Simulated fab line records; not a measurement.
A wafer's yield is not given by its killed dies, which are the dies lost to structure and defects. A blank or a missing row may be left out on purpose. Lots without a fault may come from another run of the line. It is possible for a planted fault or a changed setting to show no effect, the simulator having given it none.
fab line records	flow rit_cmos	part 1 of 2: steps 1 to 29 of 30
record lots=5	wafers=23
route steps=202 shown FOX1@20 NWELL@29 NRETRO@54 PRETRO@65 GATE@81 NLDD@105 SPACER@128 NSD@139 M1@202
start_h: hours from the record's first day to the start of the lot's first wafer shown	wait_h: hours since the lot's step before	" unchanged from the row above	L1.1+2: one row covering several wafers at once	- no value, or no start given	* or withheld: withheld	< > ~ a bound
route shown NAME@n: a module of which the file shows steps, and the number in the route of the first	usual: mean and standard deviation over wafers with no fault	same: alike in all rows	chamber/n: place in a boat	sites: readings site by site	_std_site: their standard deviation	_edge_site: inner sites' mean taken away from outer sites' mean	radius_mm: how far each site lies from the wafer's centre	mask NAME#n: copy n	behind: the last tool/chamber to shape the wafer	hold: cause of the lot's hold/its duration in hours/its outcome	device: the n, p or np transistor that did not switch	end of line: tests of these same wafers at the route's end	step lacking rows: just its recipe	killed: at the first sort, the dies lost to defects and structure; wafer yield is something else	map: dies across one wafer; x = killed, . = not, _ = none there
set.NAME: setting as actually run; set.NAME@STEP: the setting as run at that earlier step	model.NAME: the simulator's own value behind a step, which no gauge read
lots with deliberately changed settings; one table per step, one row per wafer
## steps
# step RIT_FOX1_OXIDATION_00
# recipe temp_c=1100	ambient=H2O	target_thk_a=3507	p_h2o_torr=720	ox_time_s=1130
lot.wafer	tool	chamber	start_h	wait_h	set.temp_c	model.SiO2_of_FOX1_OXIDATION_00.thk_nm
L074.1	-	-	-	0.2	1126	373.1
L074.2+4	"	-	"	"	1126	375.3
L074.5	"	-	"	"	1126	376.5
L074.6	"	-	"	"	1126	371
L077.2	furnace-04	0	31.40	0.0	1100	352
L077.4+5	"	0	"	"	1100	351.2
L079.1	-	-	-	3.3	1117	381.4
L079.3	"	-	"	"	1117	380.3
L079.4	"	-	"	"	1117	380.7
L079.5	"	-	"	"	1117	377.6
L079.6	"	-	"	"	1117	377
L080.1	-	-	-	3.7	1100	340.9
L080.2	"	-	"	"	1100	342.7
L080.3	"	-	"	"	1100	341.8
L080.4	"	-	"	"	1100	339.5
L080.5	"	-	"	"	1100	345.9
L081.1	-	-	-	2.2	1100	352.1
L081.2	"	-	"	"	1100	356.8
L081.3	"	-	"	"	1100	345.3
L081.4	"	-	"	"	1100	347.6
L081.6	"	-	"	"	1100	355.8
# step RIT_NWELL_COAT_01
# recipe resist=NOVOLAK	spin_rpm=2000	resist_thk_nm=1300
lot.wafer	tool	chamber	start_h	wait_h	set.resist_thk_nm	model.NOVOLAK_of_NWELL_COAT_01.thk_nm
L074.1+6	litho_track-02	0	20.60	0.1	1271	1275
L074.2	"	0	"	"	1271	1278
L074.4	"	0	"	"	1300	1308
L074.5	"	0	"	"	1300	1310
L077.2	litho_track-04	0	35.38	0.1	1300	1293
L077.4	"	0	"	"	1300	1297
L077.5	"	0	"	"	1300	1296
L079.1	litho_track-02	0	53.29	0.1	1300	1306
L079.3	"	0	"	"	1300	1301
L079.4+5	"	0	"	"	1262	1265
L079.6	"	0	"	"	1300	1302
L080.1	litho_track-04	0	59.42	0.1	1332	1330
L080.2	"	0	"	"	1332	1326
L080.3	"	0	"	"	1300	1296
L080.4	"	0	"	"	1300	1299
L080.5	"	0	"	"	1300	1298
L081.1	litho_track-02	0	59.42	0.1	1253	1251
L081.2	"	0	"	"	1300	1298
L081.3	"	0	"	"	1253	1252
L081.4	"	0	"	"	1253	1253
L081.6	"	0	"	"	1300	1300
# step RIT_NWELL_SOFTBAKE_02
# recipe resist=NOVOLAK	temp_c=90	time_s=60
lot.wafer	tool	chamber	start_h	wait_h	set.time_s
L074.1+4	litho_track-02	0	20.75	0.1	60
L074.2+5+6	"	0	"	"	57.74
L077.2+4+5	litho_track-04	0	35.53	0.1	60
L079.1+3	litho_track-02	0	53.44	0.1	66.55
L079.4+5+6	"	0	"	"	60
L080.1+2+3	litho_track-04	0	59.57	0.1	67.85
L080.4+5	"	0	"	"	60
L081.1+2+6	litho_track-02	0	59.57	0.1	60
L081.3+4	"	0	"	"	52.34
# step RIT_NWELL_EXPOSE_03
# recipe mask_id=M2	na=0.57	target_cd_nm=43900	dose_mj=250
# step RIT_NWELL_PEB_04
# recipe resist=NOVOLAK	temp_c=withheld	time_s=withheld
# step RIT_NWELL_DEVELOP_05
# recipe resist=NOVOLAK	develop_time_s=68	dev_temp_c=23
# step RIT_NWELL_HARDBAKE_07
# recipe resist=NOVOLAK	temp_c=140	time_s=120
lot.wafer	tool	chamber	start_h	wait_h	set.resist_thk_nm@NWELL_COAT_01	model.NOVOLAK_of_NWELL_COAT_01.thk_nm
L074.1+6	litho_track-02	0	21.49	0.0	1271	1115
L074.2	"	0	"	"	1271	1118
L074.4	"	0	"	"	1300	1144
L074.5	"	0	"	"	1300	1146
L077.2	litho_track-02	0	36.16	0.1	1300	1131
L077.4	"	0	"	"	1300	1134
L077.5	"	0	"	"	1300	1133
L079.1	litho_track-03	0	54.18	0.0	1300	1142
L079.3	"	0	"	"	1300	1138
L079.4+5	"	0	"	"	1262	1107
L079.6	"	0	"	"	1300	1139
L080.1	litho_track-03	0	60.19	0.0	1332	1163
L080.2	"	0	"	"	1332	1159
L080.3	"	0	"	"	1300	1133
L080.4	"	0	"	"	1300	1136
L080.5	"	0	"	"	1300	1135
L081.1	litho_track-04	0	60.43	0.0	1253	1095
L081.2	"	0	"	"	1300	1136
L081.3	"	0	"	"	1253	1096
L081.4	"	0	"	"	1253	1097
L081.6	"	0	"	"	1300	1137
# step RIT_NRETRO_COAT_01
# recipe resist=NOVOLAK	spin_rpm=2000	resist_thk_nm=1300
lot.wafer	tool	chamber	start_h	wait_h	set.resist_thk_nm	model.NOVOLAK_of_NRETRO_COAT_01.thk_nm
L074.1+4	litho_track-04	0	29.39	0.1	1271	1263
L074.2	"	0	"	"	1300	1290
L074.5	"	0	"	"	1300	1293
L074.6	"	0	"	"	1271	1267
L077.2	litho_track-01	0	44.54	0.1	1300	1302
L077.4	"	0	"	"	1300	1297
L077.5	"	0	"	"	1300	1300
L079.1+3	litho_track-01	0	66.36	0.1	1300	1298
L079.4	"	0	"	"	1300	1297
L079.5	"	0	"	"	1300	1302
L079.6	"	0	"	"	1300	1295
L081.1	litho_track-01	0	71.45	0.1	1300	1294
L081.2	"	0	"	"	1238	1234
L081.3	"	0	"	"	1300	1293
L081.4	"	0	"	"	1238	1233
L081.6	"	0	"	"	1300	1295
L080.1+3+4	litho_track-04	0	71.61	0.1	1300	1296
L080.2	"	0	"	"	1300	1301
L080.5	"	0	"	"	1300	1297
# step RIT_PRETRO_COAT_01
# recipe resist=NOVOLAK	spin_rpm=2000	resist_thk_nm=1300
lot.wafer	tool	chamber	start_h	wait_h	set.resist_thk_nm	model.NOVOLAK_of_PRETRO_COAT_01.thk_nm
L074.1+6	litho_track-01	0	31.11	0.1	1300	1304
L074.2	"	0	"	"	1300	1303
L074.4	"	0	"	"	1267	1270
L074.5	"	0	"	"	1267	1273
L077.2	litho_track-03	0	46.33	0.1	1300	1300
L077.4	"	0	"	"	1300	1297
L077.5	"	0	"	"	1300	1302
L079.1+4	litho_track-03	0	68.24	0.1	1300	1304
L079.3	"	0	"	"	1329	1329
L079.5	"	0	"	"	1300	1302
L079.6	"	0	"	"	1329	1332
L081.1	litho_track-03	0	73.18	0.1	1300	1297
L081.2	"	0	"	"	1246	1242
L081.3	"	0	"	"	1246	1243
L081.4	"	0	"	"	1300	1294
L081.6	"	0	"	"	1300	1296
L080.1+3	litho_track-01	0	73.45	0.1	1300	1296
L080.2	"	0	"	"	1343	1340
L080.4	"	0	"	"	1343	1337
L080.5	"	0	"	"	1300	1297
# step RIT_PRETRO_SOFTBAKE_02
# recipe resist=NOVOLAK	temp_c=90	time_s=60
# step RIT_PRETRO_EXPOSE_03
# recipe mask_id=M5	na=0.57	target_cd_nm=43700	dose_mj=250
# step RIT_PRETRO_DEVELOP_05
# recipe resist=NOVOLAK	develop_time_s=66.21	dev_temp_c=23
# step RIT_PRETRO_HARDBAKE_07
# recipe resist=NOVOLAK	temp_c=140	time_s=120
lot.wafer	tool	chamber	start_h	wait_h	set.resist_thk_nm@PRETRO_COAT_01	model.NOVOLAK_of_PRETRO_COAT_01.thk_nm
L074.1+2+6	litho_track-01	0	31.92	0.0	1300	1140
L074.4	"	0	"	"	1267	1111
L074.5	"	0	"	"	1267	1114
L077.2	litho_track-03	0	47.24	0.1	1300	1137
L077.4	"	0	"	"	1300	1135
L077.5	"	0	"	"	1300	1138
L079.1	litho_track-04	0	69.02	0.0	1300	1141
L079.3	"	0	"	"	1329	1162
L079.4	"	0	"	"	1300	1140
L079.5	"	0	"	"	1300	1138
L079.6	"	0	"	"	1329	1165
L081.1	litho_track-03	0	74.21	0.3	1300	1134
L081.2	"	0	"	"	1246	1087
L081.3	"	0	"	"	1246	1088
L081.4	"	0	"	"	1300	1132
L081.6	"	0	"	"	1300	1133
L080.1+3	litho_track-03	0	74.46	0.1	1300	1133
L080.2	"	0	"	"	1343	1171
L080.4	"	0	"	"	1343	1169
L080.5	"	0	"	"	1300	1135
# step RIT_GATE_OXIDATION_05
# recipe temp_c=900	ambient=O2	target_thk_a=30	ox_time_s=270
lot.wafer	tool	chamber	start_h	wait_h	set.ox_time_s	model.SiO2_of_GATE_OXIDATION_05.thk_nm
L074.1	-	-	-	0.7	270	3.072
L074.2	"	-	"	"	270	3.022
L074.4	"	-	"	"	270	3.088
L074.5	"	-	"	"	270	3.051
L074.6	"	-	"	"	270	3.052
L077.2	furnace-04	0	52.45	4.2	270	3.085
L077.4	"	0	"	"	270	3.084
L077.5	"	0	"	"	270	2.999
L079.1	-	-	-	1.0	254.1	2.898
L079.3	"	-	"	"	254.1	2.83
L079.4	"	-	"	"	254.1	2.9
L079.5	"	-	"	"	254.1	2.85
L079.6	"	-	"	"	254.1	2.868
L080.1	-	-	-	0.6	234.7	2.673
L080.2	"	-	"	"	234.7	2.655
L080.3	"	-	"	"	234.7	2.668
L080.4	"	-	"	"	234.7	2.649
L080.5	"	-	"	"	234.7	2.674
L081.1	-	-	-	0.9	302.9	3.313
L081.2	"	-	"	"	302.9	3.293
L081.3	"	-	"	"	302.9	3.296
L081.4	"	-	"	"	302.9	3.332
L081.6	"	-	"	"	302.9	3.338
# step RIT_GATE_ANNEAL_06
# recipe temp_c=900	time_s=600	ambient=N2O
# step RIT_GATE_THK_MEAS_07
# recipe reads=SiO2_of_GATE_OXIDATION_05
# usual GATE_OXIDE_THK=3.01/0.058
lot.wafer	tool	chamber	start_h	wait_h	set.ox_time_s@GATE_OXIDATION_05	GATE_OXIDE_THK[nm]
L074.1	film_metro-02	-	36.12	0.0	270	3.09
L074.2	"	-	"	"	270	3.00
L074.4	"	-	"	"	270	3.12
L074.5	"	-	"	"	270	3.11
L074.6	"	-	"	"	270	3.08
L077.2	film_metro-04	-	57.03	0.0	270	3.05
L077.4	"	-	"	"	270	3.08
L077.5	"	-	"	"	270	2.99
L079.1	film_metro-01	-	72.43	0.0	254.1	2.91
L079.3	"	-	"	"	254.1	2.81
L079.4	"	-	"	"	254.1	2.90
L079.5	"	-	"	"	254.1	2.85
L079.6	"	-	"	"	254.1	2.84
L080.1	film_metro-04	-	78.01	0.0	234.7	2.65
L080.2	"	-	"	"	234.7	2.62
L080.3	"	-	"	"	234.7	2.65
L080.4	"	-	"	"	234.7	2.67
L080.5	"	-	"	"	234.7	2.66
L081.1	film_metro-02	-	78.01	0.0	302.9	3.35
L081.2	"	-	"	"	302.9	3.29
L081.3	"	-	"	"	302.9	3.28
L081.4	"	-	"	"	302.9	3.33
L081.6	"	-	"	"	302.9	3.33
# step RIT_GATE_COAT_11
# recipe resist=NOVOLAK	spin_rpm=4250	resist_thk_nm=850
lot.wafer	tool	chamber	start_h	wait_h	set.resist_thk_nm	model.NOVOLAK_of_GATE_COAT_11.thk_nm
L074.1	litho_track-04	0	38.01	0.1	850	851.6
L074.2	"	0	"	"	850	851.3
L074.4	"	0	"	"	850	849.1
L074.5	"	0	"	"	850	851.1
L074.6	"	0	"	"	850	852
L077.2	litho_track-03	0	58.94	0.1	850	846.6
L077.4	"	0	"	"	850	847.8
L077.5	"	0	"	"	850	847.3
L079.1+3	litho_track-02	0	74.37	0.1	850	850.8
L079.4	"	0	"	"	850	847.2
L079.5	"	0	"	"	850	848.9
L079.6	"	0	"	"	850	849
L080.1	litho_track-02	0	79.95	0.1	850	852.8
L080.2	"	0	"	"	850	850.9
L080.3	"	0	"	"	873	873.1
L080.4	"	0	"	"	873	872.6
L080.5	"	0	"	"	873	872.2
L081.1	litho_track-04	0	79.96	0.1	850	845.2
L081.2	"	0	"	"	850	846.8
L081.3	"	0	"	"	850	845.9
L081.4	"	0	"	"	867.1	863.2
L081.6	"	0	"	"	867.1	863.7
# step RIT_GATE_SOFTBAKE_12
# recipe resist=NOVOLAK	temp_c=90	time_s=60
# step RIT_GATE_EXPOSE_13
# recipe mask_id=M6	na=0.6	source_shape=conventional	sigma_outer=0.6	target_cd_nm=150	dose_mj=380
# step RIT_GATE_HARDBAKE_18
# recipe resist=NOVOLAK	temp_c=140	time_s=60
lot.wafer	tool	chamber	start_h	wait_h	set.resist_thk_nm@GATE_COAT_11	model.NOVOLAK_of_GATE_COAT_11.thk_nm
L074.1	litho_track-02	0	39.01	0.0	850	753.8
L074.2	"	0	"	"	850	753.7
L074.4	"	0	"	"	850	751.7
L074.5	"	0	"	"	850	753.5
L074.6	"	0	"	"	850	754.3
L077.2	litho_track-03	0	59.79	0.0	850	749.5
L077.4	"	0	"	"	850	750.6
L077.5	"	0	"	"	850	750.1
L079.1	litho_track-02	0	75.38	0.1	850	753.2
L079.3	"	0	"	"	850	753.1
L079.4	"	0	"	"	850	750
L079.5	"	0	"	"	850	751.5
L079.6	"	0	"	"	850	751.7
L080.1	litho_track-04	0	80.81	0.0	850	754.9
L080.2	"	0	"	"	850	753.3
L080.3	"	0	"	"	873	772.7
L080.4	"	0	"	"	873	772.3
L080.5	"	0	"	"	873	772
L081.1	litho_track-02	0	81.05	0.0	850	748.3
L081.2	"	0	"	"	850	749.6
L081.3	"	0	"	"	850	748.8
L081.4	"	0	"	"	867.1	764
L081.6	"	0	"	"	867.1	764.5
# step RIT_GATE_ETCH_19
# recipe chemistry=SF6/CHF3/O2	time_s=165	SF6_flow_sccm=30	CHF3_flow_sccm=30	O2_flow_sccm=5	target=poly-Si	pressure_mtorr=40	rf_w=160	target_depth_a=3125	over_etch_frac=0.25	stop_on=SiO2
lot.wafer	tool	chamber	start_h	wait_h	set.resist_thk_nm@GATE_COAT_11	model.NOVOLAK_of_GATE_COAT_11.thk_nm
L074.1	rie_si-01	3	39.16	0.1	850	673.5
L074.2	"	0	"	"	850	672.5
L074.4	"	0	"	"	850	671
L074.5	"	3	"	"	850	673.4
L074.6	"	2	"	"	850	669.1
L077.2	rie_si-02	2	59.92	0.1	850	662.7
L077.4	"	0	"	"	850	667.4
L077.5	"	3	"	"	850	667.2
L079.1	rie_si-02	3	75.53	0.1	850	669.8
L079.3	"	2	"	"	850	666.7
L079.4	"	0	"	"	850	667.3
L079.5	"	0	"	"	850	668.7
L079.6	"	1	"	"	850	668.4
L080.1	rie_si-01	0	80.96	0.1	850	673.7
L080.2	"	1	"	"	850	671.4
L080.3	"	2	"	"	873	688.8
L080.4	"	3	"	"	873	690.8
L080.5	"	3	"	"	873	691.1
L081.1	rie_si-02	2	81.20	0.1	850	662.4
L081.2	"	0	"	"	850	666.6
L081.3	"	1	"	"	850	666.7
L081.4+6	"	3,0	"	"	867.1	681.4
# step RIT_NLDD_SOFTBAKE_02
# recipe resist=NOVOLAK	temp_c=90	time_s=60
lot.wafer	tool	chamber	start_h	wait_h	set.temp_c
L074.1+2+4+5+6	litho_track-01	0	43.53	0.1	90
L077.2+4+5	litho_track-02	0	67.63	0.1	90
L079.1+3+6	litho_track-01	0	80.25	0.1	90
L079.4+5	"	0	"	"	92.86
L080.1+4	litho_track-02	0	87.03	0.1	87.1
L080.2+3+5	"	0	"	"	90
L081.1+6	litho_track-03	0	87.03	0.1	87.79
L081.2+3+4	"	0	"	"	90
# step RIT_NLDD_EXPOSE_03
# recipe mask_id=M7	na=0.57	target_cd_nm=40700	dose_mj=250
# step RIT_NLDD_PEB_04
# recipe resist=NOVOLAK	temp_c=withheld	time_s=withheld
# step RIT_NLDD_DEVELOP_05
# recipe resist=NOVOLAK	develop_time_s=50	dev_temp_c=23
lot.wafer	tool	chamber	start_h	wait_h	set.temp_c@NLDD_SOFTBAKE_02	model.NOVOLAK_of_NLDD_COAT_01.thk_nm
L074.1	litho_track-02	0	-	-	90	995
L074.2	"	0	"	"	90	993
L074.4	"	0	"	"	90	995.3
L074.5	"	0	"	"	90	996.3
L074.6	"	0	"	"	90	995.9
L077.2	litho_track-02	0	-	-	90	998.5
L077.4	"	0	"	"	90	1002
L077.5	"	0	"	"	90	998.4
L079.1	litho_track-02	0	-	-	90	996.4
L079.3	"	0	"	"	90	996.1
L079.4	"	0	"	"	92.86	989.1
L079.5	"	0	"	"	92.86	987.7
L079.6	"	0	"	"	90	994.9
L080.1	litho_track-02	0	-	-	87.1	1003
L080.2	"	0	"	"	90	995.7
L080.3	"	0	"	"	90	994.2
L080.4	"	0	"	"	87.1	1004
L080.5	"	0	"	"	90	997.5
L081.1	litho_track-03	0	-	-	87.79	999.1
L081.2	"	0	"	"	90	995.6
L081.3	"	0	"	"	90	997.4
L081.4	"	0	"	"	90	998.2
L081.6	"	0	"	"	87.79	1000
# step RIT_SPACER_CVD_03
# recipe material=Si3N4	target_thk_nm=250	temp_c=810	precursor=SiH2Cl2/NH3	time_s=3300	pressure_mtorr=300	sih2cl2_flow_sccm=60	nh3_flow_sccm=150
lot.wafer	tool	chamber	start_h	wait_h	set.temp_c	model.Si3N4_of_SPACER_CVD_03.thk_nm
L074.1	-	-	-	0.6	802.5	223.5
L074.2	"	-	"	"	802.5	222.8
L074.4	"	-	"	"	802.5	224.6
L074.5	"	-	"	"	802.5	222.1
L074.6	"	-	"	"	802.5	222.3
L077.2	lpcvd-02	1	70.67	0.0	810	249.8
L077.4	"	1	"	"	810	250.1
L077.5	"	1	"	"	810	250.2
L079.1	-	-	-	0.0	827.4	340.4
L079.3	"	-	"	"	827.4	341.1
L079.4	"	-	"	"	827.4	341.6
L079.5	"	-	"	"	827.4	340.2
L079.6	"	-	"	"	827.4	342.9
L080.1	-	-	-	0.0	810	250
L080.2	"	-	"	"	810	247.3
L080.3	"	-	"	"	810	248.5
L080.4	"	-	"	"	810	248.9
L080.5	"	-	"	"	810	246.4
L081.1	-	-	-	0.0	786.5	164.6
L081.2	"	-	"	"	786.5	163
L081.3	"	-	"	"	786.5	165.9
L081.4	"	-	"	"	786.5	165
L081.6	"	-	"	"	786.5	166.6
# step RIT_SPACER_THK_MEAS_04
# recipe reads=Si3N4_of_SPACER_CVD_03
# usual SPACER_NITRIDE_THK=250.5/2.3
lot.wafer	tool	chamber	start_h	wait_h	set.temp_c@SPACER_CVD_03	SPACER_NITRIDE_THK[nm]
L074.1	film_metro-02	-	-	-	802.5	223.5
L074.2	"	-	"	"	802.5	223.0
L074.4	"	-	"	"	802.5	224.8
L074.5	"	-	"	"	802.5	222.1
L074.6	"	-	"	"	802.5	222.3
L077.2	film_metro-02	-	73.56	0.0	810	249.9
L077.4	"	-	"	"	810	250.2
L077.5	"	-	"	"	810	250.1
L079.1	film_metro-04	-	-	-	827.4	340.6
L079.3	"	-	"	"	827.4	341.2
L079.4	"	-	"	"	827.4	341.6
L079.5	"	-	"	"	827.4	340.5
L079.6	"	-	"	"	827.4	343.0
L081.1	film_metro-04	-	-	-	786.5	164.5
L081.2	"	-	"	"	786.5	162.8
L081.3	"	-	"	"	786.5	166.0
L081.4	"	-	"	"	786.5	165.1
L081.6	"	-	"	"	786.5	166.7
L080.1	film_metro-03	-	-	-	810	249.9
L080.2	"	-	"	"	810	246.9
L080.3	"	-	"	"	810	248.3
L080.4	"	-	"	"	810	249.0
L080.5	"	-	"	"	810	246.3
# step RIT_SPACER_ETCHBACK_05
# recipe target_depth_a=2500	SF6_flow_sccm=30	CHF3_flow_sccm=30	target=Si3N4	chemistry=SF6/CHF3	pressure_mtorr=40	rf_w=250	time_s=240	stop_on=SiO2
# usual oes_product_au=0.842/0.012
lot.wafer	tool	chamber	start_h	wait_h	set.temp_c@SPACER_CVD_03	oes_product_au	model.etch.depth_nm	model.Si3N4_of_SPACER_CVD_03.thk_nm
L074.1	rie_diel-03	3	49.51	0.1	802.5	0.764	223.5	174.3
L074.2	"	1	"	"	802.5	0.769	222.8	174.5
L074.4	"	0	"	"	802.5	0.769	224.6	176.4
L074.5	"	0	"	"	802.5	0.765	222.1	174.1
L074.6	"	3	"	"	802.5	0.768	222.3	173.6
L077.2	rie_diel-03	2	73.61	0.0	810	0.852	249.8	195.1
L077.4	"	3	"	"	810	0.843	250.1	195.2
L077.5	"	3	"	"	810	0.832	250.2	195.1
L079.1	rie_diel-02	2	87.84	0.1	827.4	1.029	318	265.5
L079.3	"	1	"	"	827.4	0.967	303.2	269.6
L079.4	"	3	"	"	827.4	1.036	323.5	265.1
L079.5	"	2	"	"	827.4	1.018	315.4	266
L079.6	"	3	"	"	827.4	1.028	322.8	266.4
L081.1	rie_diel-02	1	92.61	0.1	786.5	0.631	164.6	130.2
L081.2	"	0	"	"	786.5	0.621	163	127.7
L081.3	"	3	"	"	786.5	0.653	165.9	129.1
L081.4	"	2	"	"	786.5	0.651	165	128.9
L081.6	"	2	"	"	786.5	0.650	166.6	130.1
L080.1	rie_diel-01	2	93.14	0.1	810	0.845	250	196.6
L080.2	"	1	"	"	810	0.829	247.3	194.4
L080.3	"	3	"	"	810	0.832	248.5	196.4
L080.4	"	0	"	"	810	0.846	248.9	195.3
L080.5	"	2	"	"	810	0.836	246.4	193.3
# step RIT_NSD_IMPLANT_08
# recipe species=P	energy_kev=25	dose_cm2=1e+15	tilt_deg=7
lot.wafer	tool	chamber	start_h	wait_h	set.energy_kev	model.implant.rp_nm	model.implant.drp_nm
L074.1+2+4+5+6	implanter-03	0	51.07	0.1	25	31.88	14.84
L077.2+4+5	implanter-02	0	74.88	0.1	25	32.7	14.84
L079.1+5+6	implanter-01	0	89.15	0.1	24.57	31.95	14.68
L079.3+4	"	0	"	"	25	32.33	14.84
L081.1+2+3+4+6	implanter-01	0	93.80	0.1	25	31.58	14.84
L080.1+4+5	implanter-02	0	94.45	0.1	26.48	32.86	15.36
L080.2+3	"	0	"	"	25	31.61	14.84
## key
split step=RIT_FOX1_OXIDATION_00	setting=temp_c	stated=1100	by=lot
response step=RIT_FOX1_OXIDATION_00	reading=model.SiO2_of_FOX1_OXIDATION_00.thk_nm	change=+13.3	per=1%	r=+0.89
response step=RIT_M1_PROBE_99	reading=model.etest.pmos_turned.r_on_ohm_um	change=+260	per=1%	r=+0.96
split step=RIT_NWELL_COAT_01	setting=resist_thk_nm	stated=1300	by=wafer
response step=RIT_NWELL_COAT_01	reading=model.NOVOLAK_of_NWELL_COAT_01.thk_nm	change=+13.2	per=1%	r=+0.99
response step=RIT_NWELL_HARDBAKE_07	reading=model.NOVOLAK_of_NWELL_COAT_01.thk_nm	change=+11.4	per=1%	r=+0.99
split step=RIT_NWELL_SOFTBAKE_02	setting=time_s	stated=60	by=wafer
response none clear
split step=RIT_NRETRO_COAT_01	setting=resist_thk_nm	stated=1300	by=wafer
response step=RIT_NRETRO_COAT_01	reading=model.NOVOLAK_of_NRETRO_COAT_01.thk_nm	change=+12.6	per=1%	r=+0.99
split step=RIT_PRETRO_COAT_01	setting=resist_thk_nm	stated=1300	by=wafer
response step=RIT_PRETRO_COAT_01	reading=model.NOVOLAK_of_PRETRO_COAT_01.thk_nm	change=+12.7	per=1%	r=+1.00
response step=RIT_PRETRO_HARDBAKE_07	reading=model.NOVOLAK_of_PRETRO_COAT_01.thk_nm	change=+10.9	per=1%	r=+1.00
split step=RIT_GATE_OXIDATION_05	setting=ox_time_s	stated=270	by=lot
response step=RIT_GATE_OXIDATION_05	reading=model.SiO2_of_GATE_OXIDATION_05.thk_nm	change=+0.0259	per=1%	r=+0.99
response step=RIT_GATE_THK_MEAS_07	reading=GATE_OXIDE_THK	change=+0.0265	per=1%	r=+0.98
response step=RIT_M1_PROBE_99	reading=model.etest.nmos_0p3.drive_ua_um	change=-2.36	per=1%	r=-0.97
split step=RIT_GATE_COAT_11	setting=resist_thk_nm	stated=850	by=wafer
response step=RIT_GATE_COAT_11	reading=model.NOVOLAK_of_GATE_COAT_11.thk_nm	change=+8.04	per=1%	r=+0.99
response step=RIT_GATE_HARDBAKE_18	reading=model.NOVOLAK_of_GATE_COAT_11.thk_nm	change=+7.04	per=1%	r=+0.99
response step=RIT_GATE_ETCH_19	reading=model.NOVOLAK_of_GATE_COAT_11.thk_nm	change=+7.06	per=1%	r=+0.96
split step=RIT_NLDD_SOFTBAKE_02	setting=temp_c	stated=90	by=wafer
response step=RIT_NLDD_DEVELOP_05	reading=model.NOVOLAK_of_NLDD_COAT_01.thk_nm	change=-2.05	per=1%	r=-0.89
split step=RIT_SPACER_CVD_03	setting=temp_c	stated=810	by=lot
response step=RIT_SPACER_CVD_03	reading=model.Si3N4_of_SPACER_CVD_03.thk_nm	change=+34.6	per=1%	r=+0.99
response step=RIT_SPACER_THK_MEAS_04	reading=SPACER_NITRIDE_THK	change=+34.6	per=1%	r=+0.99
response step=RIT_SPACER_ETCHBACK_05	reading=oes_product_au	change=+0.0743	per=1%	r=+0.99
response step=RIT_SPACER_ETCHBACK_05	reading=model.etch.depth_nm	change=+29.9	per=1%	r=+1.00
response step=RIT_SPACER_ETCHBACK_05	reading=model.Si3N4_of_SPACER_CVD_03.thk_nm	change=+27	per=1%	r=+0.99
response step=RIT_M1_PROBE_99	reading=model.etest.pmos_turned.r_on_ohm_um	change=-664	per=1%	r=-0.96
split step=RIT_NSD_IMPLANT_08	setting=energy_kev	stated=25	by=wafer
response step=RIT_NSD_IMPLANT_08	reading=model.implant.rp_nm	change=+0.212	per=1%	r=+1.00
response step=RIT_NSD_IMPLANT_08	reading=model.implant.drp_nm	change=+0.0886	per=1%	r=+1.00
